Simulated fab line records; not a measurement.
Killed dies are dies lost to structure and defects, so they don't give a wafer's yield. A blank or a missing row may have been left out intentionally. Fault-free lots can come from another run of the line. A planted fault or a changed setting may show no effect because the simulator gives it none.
fab line records    flow rit_cmos
record lots=6  wafers=18  last_day=6
route steps=202 shown ACTIVE@11 FOX1@20 FOX2@23 NWELL@28 PWELL@39 WELLDRIVE@50 SILICIDE@161 M1@202
lots that met no fault: taken from a fault-free run of the same line
start_h: start of the lot's first displayed wafer, in hours after the record's first day    wait_h: hours since the lot's step before    " as in the row above    L1.1+2: several wafers, shown together as one row    - value missing, or start not given    * or withheld: withheld    < > ~ a bound
route shown NAME@n: NAME is a module with steps in the file, n the number in the route of the first one    usual: the fault-free wafers' mean and standard deviation    same: alike in all rows    chamber/n: place in a boat    sites: per-site readings    _std_site: the values' standard deviation    _edge_site: the outer-site mean with the inner-site mean subtracted    radius_mm: how far each site lies from the wafer's centre    mask NAME#n: copy n    behind: the most recent tool/chamber to have shaped the wafer    hold: the reason the lot was held/the length of the hold in hours/how it ended    device: which transistor (n, p or np) failed to switch    end of line: the tests these same wafers got at the end of their route    a step without rows: its recipe alone    killed: the dies lost at the first sort to structure and to defects; this is not the yield of the wafer    map: per-die view of a wafer (x killed, . not killed, _ where there is no die)
set.NAME: the setting as run; set.NAME@STEP: as run at that earlier step    model.NAME: the simulator's own value behind a step, which no gauge read
lots seen at some steps along the route; tables by step, rows by wafer
services: from which hour (start_h, from the record's first day; less than 0 if before it) a tool's chamber was out of use, for how many hours, and why
## steps
# step RIT_ACTIVE_DEVELOP_10
# recipe resist=NOVOLAK  develop_time_s=50  dev_temp_c=23
# step RIT_ACTIVE_CD_MEAS_11
# recipe target_cd_nm=1400
# usual cd_nm=1399.5/2.3
lot.wafer  tool       chamber  start_h  wait_h  cd_nm
L734.1     cd_sem-02  -        31.35    -       1400.3
L734.4     "          -        "        "       1403.4
L734.6     "          -        "        "       1399.4
L737.2     cd_sem-01  -        46.86    -       1399.5
L737.3     "          -        "        "       1397.7
L737.5     "          -        "        "       1397.3
L739.1     cd_sem-02  -        55.53    -       1394.4
L739.2     "          -        "        "       1396.4
L739.4     "          -        "        "       1398.5
L743.1     cd_sem-02  -        75.11    -       1398.3
L743.2     "          -        "        "       1396.1
L743.6     "          -        "        "       1397.9
L747.2     cd_sem-01  -        95.51    -       1397.4
L747.4     "          -        "        "       1398.3
L747.6     "          -        "        "       1398.2
L749.3     cd_sem-01  -        104.91   -       1398.0
L749.4     "          -        "        "       1396.5
L749.6     "          -        "        "       1398.3
# step RIT_ACTIVE_HARDBAKE_12
# recipe resist=NOVOLAK  temp_c=140  time_s=60
# step RIT_ACTIVE_ETCH_13
# recipe stop_on=SiO2  chemistry=SF6  target=Si3N4  time_s=210  over_etch_frac=0.4  SF6_flow_sccm=200  pressure_mtorr=260  rf_w=125  target_depth_a=2100
# usual drypump_motor_current_A=5.6/0.38  oes_product_au=0.813/0.013  throttle_valve_pct=7.53/0.13
lot.wafer  tool         chamber  start_h  wait_h  drypump_motor_current_A  oes_product_au  rf_hours_counter_h  throttle_valve_pct
L734.1     rie_diel-04  1        31.62    0.1     4.9                      0.811           109                 7.59
L734.4     "            3        "        "       5.8                      0.840           112                 7.44
L734.6     "            0        "        "       5.1                      0.834           -                   7.57
L737.2     rie_diel-04  2        47.11    0.1     5.0                      0.832           2                   7.56
L737.3     "            0        "        "       5.1                      0.831           82                  7.57
L737.5     "            1        "        "       4.9                      0.802           -                   7.59
L739.1     rie_diel-02  2        55.80    0.1     5.4                      0.815           2                   7.60
L739.2     "            3        "        "       5.5                      0.788           5                   7.34
L739.4     "            0        "        "       5.8                      0.819           154                 7.76
L743.1     rie_diel-02  1        75.38    0.1     6.0                      0.802           125                 7.53
L743.2     "            2        "        "       5.4                      0.820           2                   7.61
L743.6     "            3        "        "       5.5                      0.792           -                   7.36
L747.2     rie_diel-02  0        95.76    0.1     5.8                      0.825           155                 7.76
L747.4     "            3        "        "       5.5                      0.802           6                   7.34
L747.6     "            0        "        "       5.8                      0.823           -                   7.74
L749.3     rie_diel-04  1        105.14   0.1     4.9                      0.816           111                 7.61
L749.4     "            0        "        "       5.1                      0.832           83                  7.55
L749.6     "            2        "        "       5.1                      0.822           -                   7.53
# step RIT_ACTIVE_STRIP_14
# recipe chemistry=O2  time_s=180  resist=NOVOLAK  platen_temp_c=withheld  power_w=500  pressure_mtorr=4000  o2_flow_sccm=4000
# usual drypump_motor_current_A=5.8/0.34  o2_flow_sccm=4001/12
lot.wafer  tool             chamber  start_h  wait_h  drypump_motor_current_A  o2_flow_sccm  rf_hours_counter_h
L734.1     plasma_asher-03  1        31.75    0.1     5.3                      3991          41
L734.4     "                1        "        "       5.3                      4007          -
L734.6     "                1        "        "       5.3                      3987          -
L737.2     plasma_asher-02  1        47.24    0.1     5.7                      3985          41
L737.3     "                0        "        "       6.3                      3987          -
L737.5     "                1        "        "       5.7                      3981          -
L739.1     plasma_asher-01  0        55.93    0.1     6.2                      4003          26
L739.2     "                1        "        "       5.6                      4007          26
L739.4     "                1        "        "       5.6                      3987          -
L743.1     plasma_asher-03  1        75.52    0.1     5.3                      4022          45
L743.2     "                0        "        "       5.8                      4001          45
L743.6     "                0        "        "       5.8                      3992          -
L747.2     plasma_asher-02  0        95.90    0.1     6.3                      4014          46
L747.4     "                1        "        "       5.7                      3990          -
L747.6     "                1        "        "       5.7                      3978          -
L749.3     plasma_asher-01  1        105.34   0.1     5.5                      4006          -
L749.4     "                0        "        "       6.2                      4004          -
L749.6     "                1        "        "       5.6                      3988          -
# step RIT_ACTIVE_CD_MEAS_90
# recipe target_cd_nm=1400
# usual cd_nm=1399.5/2.2
lot.wafer  tool       chamber  start_h  wait_h  cd_nm
L734.1     cd_sem-02  -        31.93    0.1     1400.3
L734.4     "          -        "        "       1403.6
L734.6     "          -        "        "       1399.9
L737.2     cd_sem-02  -        47.44    0.1     1399.1
L737.3     "          -        "        "       1397.6
L737.5     "          -        "        "       1397.4
L739.1     cd_sem-01  -        56.11    0.1     1394.7
L739.2     "          -        "        "       1396.5
L739.4     "          -        "        "       1398.4
L743.1     cd_sem-01  -        75.69    0.1     1397.6
L743.2     "          -        "        "       1396.1
L743.6     "          -        "        "       1397.9
L747.2     cd_sem-02  -        96.09    0.1     1397.2
L747.4     "          -        "        "       1398.7
L747.6     "          -        "        "       1398.1
L749.3     cd_sem-02  -        105.49   0.1     1397.8
L749.4     "          -        "        "       1397.0
L749.6     "          -        "        "       1398.1
# step RIT_ACTIVE_CLEAN_15
# recipe chemistry=SC1  mix=3:3:50  time_s=600  temp_c=75
# step RIT_ACTIVE_CLEAN_16
# recipe chemistry=dHF  dilution=50:1  time_s=30
# step RIT_ACTIVE_CLEAN_17
# recipe chemistry=SC2  mix=3:3:50  time_s=600  temp_c=75  dry=n2_spin
# step RIT_FOX1_OXIDATION_00
# recipe temp_c=1100  ambient=H2O  target_thk_a=3507  p_h2o_torr=720  ox_time_s=1130
# step RIT_FOX1_THK_MEAS_01
# recipe reads=SiO2_of_FOX1_OXIDATION_00
# usual FOX1_OXIDE_THK=347/7.7
lot.wafer  tool           chamber  start_h  wait_h  FOX1_OXIDE_THK[nm]
L734.1     film_metro-04  -        33.94    0.0     354
L734.4     "              -        "        "       353
L734.6     "              -        "        "       355
L737.2     film_metro-04  -        50.14    0.0     334
L737.3     "              -        "        "       343
L737.5     "              -        "        "       334
L739.1     film_metro-04  -        58.70    0.0     356
L739.2     "              -        "        "       357
L739.4     "              -        "        "       353
L743.1     film_metro-01  -        79.78    0.0     347
L743.2     "              -        "        "       346
L743.6     "              -        "        "       346
L747.2     film_metro-04  -        100.41   0.0     339
L747.4     "              -        "        "       337
L747.6     "              -        "        "       337
L749.3     film_metro-01  -        108.39   0.0     345
L749.4     "              -        "        "       348
L749.6     "              -        "        "       352
# step RIT_FOX1_WET_ETCH_02
# recipe chemistry=BOE  target_depth_nm=350  time_s=390  temp_c=21.5  dry=n2_spin  dilution=10:1  target=SiO2
# step RIT_FOX2_OXIDATION_00
# recipe temp_c=1100  ambient=H2O  target_thk_a=3507  p_h2o_torr=720  ox_time_s=1130
# usual spike_tc_centre_C=1102.1/1.2  spike_tc_load_C=1127.1/2.1  spike_tc_source_C=1128.7/2.2  tube_center_temp_C=1100/0.1  tube_center_temp_C_max=1102.8/0.43
lot.wafer  tool        chamber  start_h  wait_h  spike_tc_centre_C  spike_tc_load_C  spike_tc_source_C  tube_center_temp_C  tube_center_temp_C_max  model.SiO2_of_FOX2_OXIDATION_00.thk_nm
L734.1     furnace-01  0        35.30    1.2     1099.5             1129.5           1130.5             1100.2              1103.1                  345.1
L734.4     "           0        "        "       1102.9             1127.4           1131.9             1100.1              1102.4                  349.6
L734.6     "           0        "        "       1102.1             1125.9           1132.6             1099.9              1102.7                  348.8
L737.2     furnace-04  0        51.96    1.6     1102.3             1125.1           1124.4             1100.1              1103.3                  349.1
L737.3     "           0        "        "       1101.8             1125.2           1127.7             1099.9              1102.0                  352.8
L737.5     "           0        "        "       1101.4             1125.7           1127.6             1100                1103.3                  346.7
L739.1     furnace-04  0        61.25    2.4     1117.6             1137.5           1138.3             1112.1              1114.9                  366.1
L739.2     "           0        "        "       1113.4             1138.3           1140.4             1112                1114.6                  361.1
L739.4     "           0        "        "       1114.7             1138.3           1138.4             1111.9              1114.3                  361.5
L743.1     furnace-04  0        79.95    0.0     1115.6             1137.6           1138.8             1111.9              1114.4                  368.3
L743.2     "           0        "        "       1114.8             1137.8           1139.6             1112                1115.1                  362.3
L743.6     "           0        "        "       1115.4             1138.1           1138.3             1112                1114.6                  365.1
L747.2     furnace-03  0        100.57   0.0     1103.2             1131.2           1130.5             1099.8              1102.6                  336.1
L747.4     "           0        "        "       1104.2             1130.1           1132.2             1100.1              1103.3                  336.8
L747.6     "           0        "        "       1102.4             1132.1           1130.4             1099.8              1102.8                  334.8
L749.3     furnace-03  0        110.03   1.5     1103.1             1131.7           1130.6             1099.8              1102.5                  356.4
L749.4     "           0        "        "       1102.3             1130.2           1129.5             1100                1102.5                  357.4
L749.6     "           0        "        "       1101.6             1133.1           1128.7             1099.9              1102.4                  353.1
# step RIT_FOX2_THK_MEAS_01
# recipe reads=SiO2_of_FOX2_OXIDATION_00
# usual FOX2_OXIDE_THK=346/7.7
lot.wafer  tool           chamber  start_h  wait_h  FOX2_OXIDE_THK[nm]
L734.1     film_metro-04  -        36.61    0.0     345
L734.4     "              -        "        "       350
L734.6     "              -        "        "       349
L737.2     film_metro-01  -        53.28    0.0     349
L737.3     "              -        "        "       353
L737.5     "              -        "        "       347
L739.1     film_metro-01  -        62.56    0.0     366
L739.2     "              -        "        "       361
L739.4     "              -        "        "       362
L743.1     film_metro-04  -        81.27    0.0     368
L743.2     "              -        "        "       362
L743.6     "              -        "        "       365
L747.2     film_metro-01  -        101.90   0.0     336
L747.4     "              -        "        "       337
L747.6     "              -        "        "       335
L749.3     film_metro-04  -        111.36   0.0     356
L749.4     "              -        "        "       357
L749.6     "              -        "        "       353
# step RIT_FOX2_CLEAN_02
# recipe chemistry=dHF  dilution=50:1  time_s=180
# step RIT_FOX2_WET_ETCH_03
# recipe chemistry=H3PO4  target=Si3N4  target_depth_nm=195  temp_c=165  time_s=2700
# step RIT_FOX2_THK_MEAS_90
# recipe reads=SiO2_of_FOX2_OXIDATION_00
# usual FIELD_OXIDE_LEFT_1_THK=319/7.8
lot.wafer  tool           chamber  start_h  wait_h  FIELD_OXIDE_LEFT_1_THK[nm]
L734.1     film_metro-01  -        37.49    0.0     318
L734.4     "              -        "        "       322
L734.6     "              -        "        "       322
L737.2     film_metro-04  -        54.16    0.0     322
L737.3     "              -        "        "       326
L737.5     "              -        "        "       319
L739.1     film_metro-04  -        63.44    0.0     339
L739.2     "              -        "        "       334
L739.4     "              -        "        "       334
L743.1     film_metro-01  -        82.14    0.0     341
L743.2     "              -        "        "       335
L743.6     "              -        "        "       338
L747.2     film_metro-02  -        102.77   0.0     308
L747.4     "              -        "        "       309
L747.6     "              -        "        "       307
L749.3     film_metro-01  -        112.24   0.0     330
L749.4     "              -        "        "       330
L749.6     "              -        "        "       326
# step RIT_NWELL_HMDS_00
# recipe prime_time_s=60  prime_temp_c=140
# step RIT_NWELL_COAT_01
# recipe resist=NOVOLAK  spin_rpm=2000  resist_thk_nm=1300
# step RIT_NWELL_SOFTBAKE_02
# recipe resist=NOVOLAK  temp_c=90  time_s=60
# step RIT_NWELL_EXPOSE_03
# recipe mask_id=M2  na=0.57  target_cd_nm=43900  dose_mj=250
# step RIT_NWELL_PEB_04
# recipe resist=NOVOLAK  temp_c=withheld  time_s=withheld
# step RIT_NWELL_DEVELOP_05
# recipe resist=NOVOLAK  develop_time_s=68  dev_temp_c=23
# step RIT_NWELL_OVL_MEAS_06
# usual NWELL_OVL=-0.9/1.4
lot.wafer  tool        chamber  start_h  wait_h  NWELL_OVL[nm]
L734.1     overlay-01  -        38.43    -       -1.6
L734.4     "           -        "        "       -2.3
L734.6     "           -        "        "       -0.3
L737.2     overlay-02  -        55.10    -       1.3
L737.3     "           -        "        "       -0.4
L737.5     "           -        "        "       -0.4
L739.1     overlay-02  -        64.50    -       -2.2
L739.2     "           -        "        "       -1.4
L739.4     "           -        "        "       -0.8
L743.1     overlay-02  -        83.21    -       -0.1
L743.2     "           -        "        "       0.9
L743.6     "           -        "        "       1.3
L747.2     overlay-02  -        103.98   -       -1.5
L747.4     "           -        "        "       0.4
L747.6     "           -        "        "       0.4
L749.3     overlay-01  -        113.30   -       0.3
L749.4     "           -        "        "       0.7
L749.6     "           -        "        "       0.5
# step RIT_NWELL_HARDBAKE_07
# recipe resist=NOVOLAK  temp_c=140  time_s=120
# step RIT_NWELL_IMPLANT_08
# recipe species=P  energy_kev=170  dose_cm2=5e+13  tilt_deg=7
# step RIT_NWELL_STRIP_09
# recipe chemistry=O2  time_s=180  resist=NOVOLAK  platen_temp_c=withheld  power_w=500  pressure_mtorr=4000  o2_flow_sccm=4000
# usual drypump_motor_current_A=5.7/0.31  o2_flow_sccm=3999/12
lot.wafer  tool             chamber  start_h  wait_h  drypump_motor_current_A  o2_flow_sccm  rf_hours_counter_h
L734.1     plasma_asher-01  1        38.87    0.1     5.6                      3993          25
L734.4     "                0        "        "       6.2                      4000          -
L734.6     "                0        "        "       6.2                      4009          -
L737.2     plasma_asher-04  0        55.53    0.1     5.3                      4017          36
L737.3     "                0        "        "       5.3                      4017          -
L737.5     "                0        "        "       5.3                      3994          -
L739.1     plasma_asher-04  1        64.94    0.1     5.7                      3994          37
L739.2     "                0        "        "       5.4                      3992          37
L739.4     "                1        "        "       5.7                      3993          -
L743.1     plasma_asher-03  1        83.64    0.1     5.3                      3997          46
L743.2     "                0        "        "       5.8                      4006          46
L743.6     "                1        "        "       5.3                      3983          -
L747.2     plasma_asher-01  0        104.41   0.1     6.2                      3988          32
L747.4     "                0        "        "       6.2                      3984          -
L747.6     "                0        "        "       6.2                      3981          -
L749.3     plasma_asher-03  1        113.78   0.1     5.4                      4010          -
L749.4     "                0        "        "       5.8                      4007          -
L749.6     "                1        "        "       5.3                      4015          -
# step RIT_NWELL_TW_MEAS_10
# usual NWELL_TW=2163/11
lot.wafer  tool           chamber  start_h  wait_h  NWELL_TW
L734.1     film_metro-02  -        39.04    0.1     2151
L734.4     "              -        "        "       2159
L734.6     "              -        "        "       2155
L737.2     film_metro-04  -        55.71    0.1     2175
L737.3     "              -        "        "       2167
L737.5     "              -        "        "       2184
L739.1     film_metro-04  -        65.12    0.1     2169
L739.2     "              -        "        "       2181
L739.4     "              -        "        "       2179
L743.1     film_metro-04  -        83.82    0.1     2182
L743.2     "              -        "        "       2174
L743.6     "              -        "        "       2175
L747.2     film_metro-04  -        104.59   0.1     2175
L747.4     "              -        "        "       2162
L747.6     "              -        "        "       2164
L749.3     film_metro-02  -        113.91   0.1     2149
L749.4     "              -        "        "       2137
L749.6     "              -        "        "       2153
# step RIT_PWELL_HMDS_00
# recipe prime_time_s=60  prime_temp_c=140
# step RIT_PWELL_COAT_01
# recipe resist=NOVOLAK  spin_rpm=2000  resist_thk_nm=1300
# step RIT_PWELL_SOFTBAKE_02
# recipe resist=NOVOLAK  temp_c=90  time_s=60
# step RIT_PWELL_EXPOSE_03
# recipe mask_id=M3  na=0.57  target_cd_nm=43700  dose_mj=250
# step RIT_PWELL_PEB_04
# recipe resist=NOVOLAK  temp_c=withheld  time_s=withheld
# step RIT_PWELL_DEVELOP_05
# recipe resist=NOVOLAK  develop_time_s=68  dev_temp_c=23
# step RIT_PWELL_OVL_MEAS_06
# usual PWELL_OVL=0.1/1.7
lot.wafer  tool        chamber  start_h  wait_h  PWELL_OVL[nm]
L734.1     overlay-02  -        40.31    -       0.1
L734.4     "           -        "        "       -1.1
L734.6     "           -        "        "       0.6
L737.2     overlay-01  -        56.78    -       -2.1
L737.3     "           -        "        "       -1.1
L737.5     "           -        "        "       -2.6
L739.1     overlay-01  -        66.06    -       -0.6
L739.2     "           -        "        "       -0.7
L739.4     "           -        "        "       0.0
L743.1     overlay-01  -        84.76    -       -2.9
L743.2     "           -        "        "       -4.1
L743.6     "           -        "        "       -4.0
L747.2     overlay-02  -        105.53   -       -0.1
L747.4     "           -        "        "       1.3
L747.6     "           -        "        "       -0.5
L749.3     overlay-02  -        114.97   -       0.2
L749.4     "           -        "        "       0.2
L749.6     "           -        "        "       -1.1
# step RIT_PWELL_HARDBAKE_07
# recipe resist=NOVOLAK  temp_c=140  time_s=120
# step RIT_PWELL_IMPLANT_08
# recipe species=B  energy_kev=170  dose_cm2=7e+13  tilt_deg=7
# step RIT_PWELL_STRIP_09
# recipe chemistry=O2  time_s=180  resist=NOVOLAK  platen_temp_c=withheld  power_w=500  pressure_mtorr=4000  o2_flow_sccm=4000
# usual drypump_motor_current_A=5.9/0.33  o2_flow_sccm=4001/10
lot.wafer  tool             chamber  start_h  wait_h  drypump_motor_current_A  o2_flow_sccm  rf_hours_counter_h
L734.1     plasma_asher-02  0        40.75    0.1     6.3                      4023          40
L734.4     "                0        "        "       6.3                      4010          -
L734.6     "                1        "        "       5.7                      4011          -
L737.2     plasma_asher-02  1        57.21    0.1     5.7                      4011          42
L737.3     "                1        "        "       5.7                      4012          -
L737.5     "                0        "        "       6.3                      4012          -
L739.1     plasma_asher-01  0        66.49    0.1     6.2                      3988          27
L739.2     "                1        "        "       5.6                      4009          27
L739.4     "                0        "        "       6.2                      3997          -
L743.1     plasma_asher-04  0        85.20    0.1     5.4                      3989          39
L743.2     "                1        "        "       5.7                      3997          39
L743.6     "                0        "        "       5.3                      3989          -
L747.2     plasma_asher-02  1        105.96   0.1     5.7                      4005          48
L747.4     "                0        "        "       6.3                      4009          -
L747.6     "                1        "        "       5.7                      3993          -
L749.3     plasma_asher-01  0        115.45   0.1     6.2                      3980          -
L749.4     "                1        "        "       5.6                      4003          -
L749.6     "                1        "        "       5.6                      4002          -
# step RIT_PWELL_TW_MEAS_10
# usual PWELL_TW=961/5.9
lot.wafer  tool           chamber  start_h  wait_h  PWELL_TW
L734.1     film_metro-04  -        40.93    0.1     962
L734.4     "              -        "        "       962
L734.6     "              -        "        "       959
L737.2     film_metro-04  -        57.39    0.1     966
L737.3     "              -        "        "       964
L737.5     "              -        "        "       960
L739.1     film_metro-04  -        66.67    0.1     965
L739.2     "              -        "        "       969
L739.4     "              -        "        "       962
L743.1     film_metro-04  -        85.37    0.1     969
L743.2     "              -        "        "       968
L743.6     "              -        "        "       966
L747.2     film_metro-02  -        106.14   0.1     949
L747.4     "              -        "        "       954
L747.6     "              -        "        "       948
L749.3     film_metro-04  -        115.59   0.1     963
L749.4     "              -        "        "       961
L749.6     "              -        "        "       966
# step RIT_WELLDRIVE_ANNEAL_00
# recipe temp_c=1100  time_s=14700  ambient=N2
# step RIT_WELLDRIVE_RS_MEAS_01
# recipe thk_meas_gauge=four-point-probe
# usual NWELL_RS=276.0/0.78
lot.wafer  tool           chamber  start_h  wait_h  NWELL_RS[ohm/sq]
L734.1     film_metro-02  -        48.82    0.0     277.9
L734.4     "              -        "        "       276.6
L734.6     "              -        "        "       277.0
L737.2     film_metro-02  -        63.64    0.0     276.5
L737.3     "              -        "        "       275.8
L737.5     "              -        "        "       276.4
L739.1     film_metro-02  -        73.73    0.0     275.6
L739.2     "              -        "        "       275.8
L739.4     "              -        "        "       275.8
L743.1     film_metro-04  -        92.19    0.0     275.5
L743.2     "              -        "        "       276.9
L743.6     "              -        "        "       276.2
L747.2     film_metro-04  -        112.26   0.0     275.5
L747.4     "              -        "        "       277.2
L747.6     "              -        "        "       276.7
L749.3     film_metro-02  -        120.75   0.0     275.1
L749.4     "              -        "        "       275.2
L749.6     "              -        "        "       275.2
# step RIT_WELLDRIVE_RS_MEAS_02
# recipe thk_meas_gauge=four-point-probe
# usual PWELL_RS=429.7/1.2
lot.wafer  tool           chamber  start_h  wait_h  PWELL_RS[ohm/sq]
L734.1     film_metro-02  -        48.94    0.1     428.7
L734.4     "              -        "        "       430.6
L734.6     "              -        "        "       430.4
L737.2     film_metro-02  -        63.76    0.1     430.2
L737.3     "              -        "        "       431.4
L737.5     "              -        "        "       432.4
L739.1     film_metro-02  -        73.85    0.1     431.1
L739.2     "              -        "        "       430.1
L739.4     "              -        "        "       430.4
L743.1     film_metro-04  -        92.31    0.1     429.9
L743.2     "              -        "        "       431.5
L743.6     "              -        "        "       431.8
L747.2     film_metro-04  -        112.38   0.1     429.3
L747.4     "              -        "        "       429.4
L747.6     "              -        "        "       429.0
L749.3     film_metro-02  -        120.87   0.1     429.1
L749.4     "              -        "        "       430.2
L749.6     "              -        "        "       429.6
# step RIT_SILICIDE_WET_ETCH_00
# recipe chemistry=BOE  target=SiO2  target_depth_nm=14  time_s=15  dry=n2_spin  dilution=10:1  temp_c=21.5
lot.wafer  tool          chamber  start_h  wait_h  model.SiO2_of_FOX2_OXIDATION_00.thk_nm
L734.1     wet_bench-01  0        76.74    0.1     144.6
L734.4     "             0        "        "       150.1
L734.6     "             0        "        "       148.4
L737.2     wet_bench-02  3        89.93    0.1     149.5
L737.3     "             3        "        "       152.5
L737.5     "             3        "        "       146.6
L739.1     wet_bench-04  1        98.16    0.1     166.5
L739.2     "             1        "        "       161.5
L739.4     "             1        "        "       161.9
L743.1     wet_bench-02  3        115.72   0.1     167
L743.2     "             3        "        "       161.9
L743.6     "             3        "        "       164.6
L747.2     wet_bench-04  3        136.50   0.1     135.8
L747.4     "             3        "        "       136.5
L747.6     "             3        "        "       135.5
L749.3+4   wet_bench-01  0        146.15   0.1     155.9
L749.6     "             0        "        "       152.2
# step RIT_M1_PROBE_99
# usual killed_at_contacts=0.0/0.23  killed_at_front_end=7/3.1  killed_dies=7/3.1  killed_open=3.3/2  killed_short=3.5/1.9
# same gross_dies=264  killed_at_M0_to_M3=0  killed_at_M4_up=0  killed_at_back_side=0  killed_at_other=0
lot.wafer  tool       chamber  start_h  wait_h  killed_at_contacts  killed_at_front_end  killed_dies  killed_open  killed_short  model.etest.field_n.vt_v
L734.1     prober-01  -        84.33    0.1     0                   3                    3            2            1             34.07
L734.4     prober-01  -        84.48    0.2     0                   7                    7            3            4             34.63
L734.6     prober-01  -        84.58    0.2     1                   6                    7            2            5             34.43
L737.2     prober-02  -        97.02    0.1     0                   5                    5            2            3             34.34
L737.3     prober-02  -        97.07    0.2     0                   6                    6            4            2             34.81
L737.5     prober-02  -        97.17    0.2     0                   11                   11           6            5             33.91
L739.1     prober-02  -        105.70   0.1     0                   9                    9            5            4             36.76
L739.2     prober-02  -        105.75   0.1     0                   10                   10           5            5             36.15
L739.4     prober-02  -        105.85   0.2     0                   5                    5            3            2             36.09
L743.1     prober-02  -        122.75   0.1     0                   10                   10           6            4             36.97
L743.2     prober-02  -        122.80   0.1     0                   6                    6            4            2             36.19
L743.6     prober-02  -        123.00   0.2     0                   7                    7            3            4             36.48
L747.2     prober-02  -        143.65   0.1     0                   11                   11           3            7             32.56
L747.4     prober-02  -        143.75   0.2     0                   5                    5            4            1             32.66
L747.6     prober-02  -        143.85   0.2     0                   12                   12           6            5             32.49
L749.3     prober-02  -        153.15   0.2     0                   10                   10           5            5             35.55
L749.4     prober-02  -        153.20   0.2     0                   3                    3            2            1             35.58
L749.6     prober-02  -        153.30   0.2     0                   2                    2            1            1             35.12
# killed by level:class
L734.1 GATE:geometric_particle:short=1 GATE:geometric_particle:open=1 REOX:geometric_particle:open=1
L734.4 SILICIDE:geometric_particle:short=2 GATE:geometric_particle:open=1 GATE:geometric_particle:short=1 REOX:geometric_particle:open=1 REOX:geometric_particle:short=1 SPACER:geometric_particle:open=1
L734.6 GATE:geometric_particle:short=2 GATE:geometric_particle:open=2 FOX2:geometric_particle:short=1 REOX:geometric_particle:short=1 CONTACT:geometric_particle:short=1
L737.2 FOX1:geometric_particle:short=1 GATE:geometric_particle:open=1 GATE:geometric_particle:short=1 SPACER:geometric_particle:open=1 SPACER:geometric_particle:short=1
L737.3 SILICIDE:geometric_particle:short=2 GATE:geometric_particle:open=1 REOX:geometric_particle:open=1 SPACER:geometric_particle:open=1 SILICIDE:geometric_particle:open=1
L737.5 SILICIDE:geometric_particle:short=3 REOX:geometric_particle:open=2 FOX2:geometric_particle:open=1 GATE:geometric_particle:open=1 GATE:geometric_particle:short=1 REOX:geometric_particle:short=1 SPACER:geometric_particle:open=1 SILICIDE:geometric_particle:open=1
L739.1 FOX2:geometric_particle:short=2 GATE:geometric_particle:open=2 REOX:geometric_particle:open=2 GATE:geometric_particle:short=1 REOX:geometric_particle:short=1 SILICIDE:geometric_particle:open=1
L739.2 GATE:geometric_particle:open=3 GATE:geometric_particle:short=2 REOX:geometric_particle:short=2 FOX2:geometric_particle:open=1 FOX2:geometric_particle:short=1 REOX:geometric_particle:open=1
L739.4 GATE:geometric_particle:short=2 GATE:geometric_particle:open=2 SILICIDE:geometric_particle:open=1
L743.1 SILICIDE:geometric_particle:open=2 FOX1:geometric_particle:open=1 FOX1:geometric_particle:short=1 GATE:geometric_particle:open=1 REOX:geometric_particle:short=1 REOX:geometric_particle:open=1 SPACER:geometric_particle:open=1 SPACER:geometric_particle:short=1
L743.2 GATE:geometric_particle:open=2 FOX1:geometric_particle:open=1 REOX:geometric_particle:short=1 REOX:geometric_particle:open=1 SPACER:geometric_particle:short=1
L743.6 GATE:geometric_particle:open=3 GATE:geometric_particle:short=2 SPACER:geometric_particle:short=1 SILICIDE:geometric_particle:short=1
L747.2 GATE:geometric_particle:short=5 SPACER:geometric_particle:open=3 REOX:geometric_particle:short=1 SPACER:geometric_particle:short=1 PLDD:coat_microbubble_printed=1
L747.4 REOX:geometric_particle:open=3 SPACER:geometric_particle:short=1 SPACER:geometric_particle:open=1
L747.6 GATE:geometric_particle:short=2 SPACER:geometric_particle:short=2 SILICIDE:geometric_particle:open=2 FOX1:geometric_particle:open=1 FOX1:geometric_particle:short=1 GATE:geometric_particle:open=1 REOX:geometric_particle:open=1 SPACER:geometric_particle:open=1
L749.3 GATE:geometric_particle:open=5 FOX2:geometric_particle:short=2 GATE:geometric_particle:short=1 REOX:geometric_particle:short=1 SPACER:geometric_particle:short=1
L749.4 FOX2:geometric_particle:short=1 GATE:geometric_particle:open=1 SILICIDE:geometric_particle:open=1
L749.6 GATE:geometric_particle:short=1 SILICIDE:geometric_particle:open=1
## services
tool             chamber  start_h  hours  kind
furnace-03       -        19.94    4.3    pm
furnace-03       -        32.10    12.5   pm
plasma_asher-01  -        39.76    1.2    repair
furnace-04       -        48.92    3.0    pm
rie_diel-04      3        57.05    10.8   repair
plasma_asher-04  -        62.61    0.7    repair
plasma_asher-04  -        91.79    1.4    repair
plasma_asher-04  -        99.32    2.8    repair
plasma_asher-04  -        108.75   9.0    pm
plasma_asher-04  0        108.75   9.0    vent_cycle
plasma_asher-04  1        108.75   9.0    vent_cycle
plasma_asher-04  0        117.75   -      clean
plasma_asher-04  1        117.75   -      clean
rie_diel-02      0        124.13   -      clean
rie_diel-02      0        124.13   19.0   scheduled_down
rie_diel-02      0        124.13   19.0   vent_cycle
rie_diel-02      -        130.37   2.8    pm
plasma_asher-03  -        141.43   21.0   repair
## key
first_sign step=RIT_FOX2_OXIDATION_00  reading=tube_center_temp_C  direction=up  sigmas=99+  usual=*  struck=*
effect step=RIT_FOX2_OXIDATION_00  reading=tube_center_temp_C_max  direction=up  sigmas=27  usual=*  struck=*
effect step=RIT_FOX2_THK_MEAS_01  reading=FOX2_OXIDE_THK  direction=up  sigmas=2.3  usual=346  struck=364
effect step=RIT_FOX2_THK_MEAS_90  reading=FIELD_OXIDE_LEFT_1_THK  direction=up  sigmas=2.3  usual=319  struck=337
model_effect step=RIT_FOX2_OXIDATION_00  value=SiO2_of_FOX2_OXIDATION_00.thk_nm  without=345.4  struck=364.1
model_effect step=RIT_SILICIDE_WET_ETCH_00  value=SiO2_of_FOX2_OXIDATION_00.thk_nm  without=145.2  struck=163.9
model_effect step=RIT_M1_PROBE_99  value=etest.field_n.vt_v  without=33.95  struck=36.44
met_at RIT_FOX2_OXIDATION_00
struck_wafers L739.1,L739.2,L739.4,L743.1,L743.2,L743.6
tester_left_out L739,L743
onset_between 51.96 61.25
fault kind=process_parameter_drift  tool=furnace-04  chamber=-  onset_h=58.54  steps=RIT_FOX2_OXIDATION_00  channel=temp_c  offset=*  shape=step  end_h=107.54  acts_in=*  stated=*
# tester_left_out: of these lots the tester's yield and bins aren't shown, on N5 and GAA mostly nor the transistor test; their killed dies are dies lost to structure and defects alone, not to doping, threshold or leakage, so they don't give the yield
